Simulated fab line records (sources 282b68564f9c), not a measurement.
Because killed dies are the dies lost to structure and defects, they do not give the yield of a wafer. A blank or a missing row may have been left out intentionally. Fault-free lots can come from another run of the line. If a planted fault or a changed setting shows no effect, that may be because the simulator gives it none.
The tool behind it: which one?    flow rit cmos    13 lots, 39 wafers sampled, at 2 steps of a route of 202

== WHAT EACH GAUGE READ, for each wafer ==
RIT_CONTACT_THK_MEAS_01. Usual: for CONTACT_TEOS_THK the level is 399 nm and the standard deviation is 5.4.
lot   measured     on             CONTACT_TEOS_THK (nm)  flag
L935  day 3 09:11  film metro-02  395 393 399            
L936  day 3 11:46  film metro-01  399 401 405            
L937  day 3 15:23  film metro-04  392 397 405            
L938  day 3 20:22  film metro-04  405 408 408            
L940  day 4 04:19  film metro-01  401 397 407            
L941  day 4 08:26  film metro-01  402 410 408            
L942  day 4 18:49  film metro-01  393 387 390            
L944  day 5 00:28  film metro-02  399 401 402            
L946  day 5 11:02  film metro-02  400 403 405            
L953  day 7 07:01  film metro-01  320 404 321            OFF
L955  day 7 15:52  film metro-01  395 406 408            
L957  day 8 01:56  film metro-01  394 394 403            
L958  day 8 08:23  film metro-01  396 391 391            

== TOOL THAT RAN EACH LOT (tool first, then ch and the chambers of the sampled wafers, then the start) ==
lot   RIT_CONTACT_CVD_00
L935  pecvd-04 ch 1,2, day 3 09:07
L936  pecvd-03 ch 0,1,2, day 3 11:43
L937  pecvd-01 ch 1,2, day 3 15:20
L938  pecvd-04 ch 0,2, day 3 20:18
L940  pecvd-01 ch 0,1,2, day 4 04:16
L941  pecvd-04 ch 0,2, day 4 08:23
L942  pecvd-03 ch 0,1, day 4 18:44
L944  pecvd-04 ch 0,1, day 5 00:24
L946  pecvd-01 ch 0,2, day 5 10:59
L953  pecvd-04 ch 1,2, day 7 06:58
L955  pecvd-01 ch 0,2, day 7 15:49
L957  pecvd-03 ch 0,1,2, day 8 01:53
L958  pecvd-01 ch 0,1,2, day 8 08:20
- RIT_CONTACT_CVD_00: deposits SiO2 from TEOS, target thk 400 nm, time 61 s.

== AS READ BY THE TOOLS THEMSELVES (means over the sampled wafers that have a number; for cases with no such wafer, the mark the record gives instead) ==
RIT_CONTACT_CVD_00. Usual: 320 W for heater power w, sd 62.
lot   tool      heater power w (W)  flag
L935  pecvd-04  373                 
L936  pecvd-03  312                 
L937  pecvd-01  346                 
L938  pecvd-04  376                 
L940  pecvd-01  314                 
L941  pecvd-04  311                 
L942  pecvd-03  297                 
L944  pecvd-04  325                 
L946  pecvd-01  270                 
L953  pecvd-04  396                 
L955  pecvd-01  298                 
L957  pecvd-03  280                 
L958  pecvd-01  326                 

== THE ANSWER, worked out from the rows above alone ==
Rule: take the mean of a lot's wafers that have a number; if it is more than 3 standard deviations from the usual mean, the lot is off. A lot without any number at a reading at which 4 lots or more have one is off too. Any other lot the step has rows for is counted as sound. Order of review: gauges by route order, followed by the tools' own readings, for which a lot's mean as printed above is used. At the first step where some lot is off, the reading lying furthest off is the one used; lots without a number count as furthest.
Off: L953, seen at RIT_CONTACT_THK_MEAS_01 (CONTACT_TEOS_THK).
If a tool, at a process step before that reading, ran all the lots that are off and no sound lot after the first of them, it fits. The gauges at RIT_CONTACT_THK_MEAS_01 are tried like those tools. One fits: pecvd-04 at RIT_CONTACT_CVD_00. Its last sound lot is L944 (day 5 00:24), its first lot that is off L953 (day 7 06:58): a fault that began between those two fits.

== WHAT WAS PUT IN BY THE SIMULATOR ==
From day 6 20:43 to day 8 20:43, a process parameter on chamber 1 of pecvd-04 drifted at RIT_CONTACT_CVD_00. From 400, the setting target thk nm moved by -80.
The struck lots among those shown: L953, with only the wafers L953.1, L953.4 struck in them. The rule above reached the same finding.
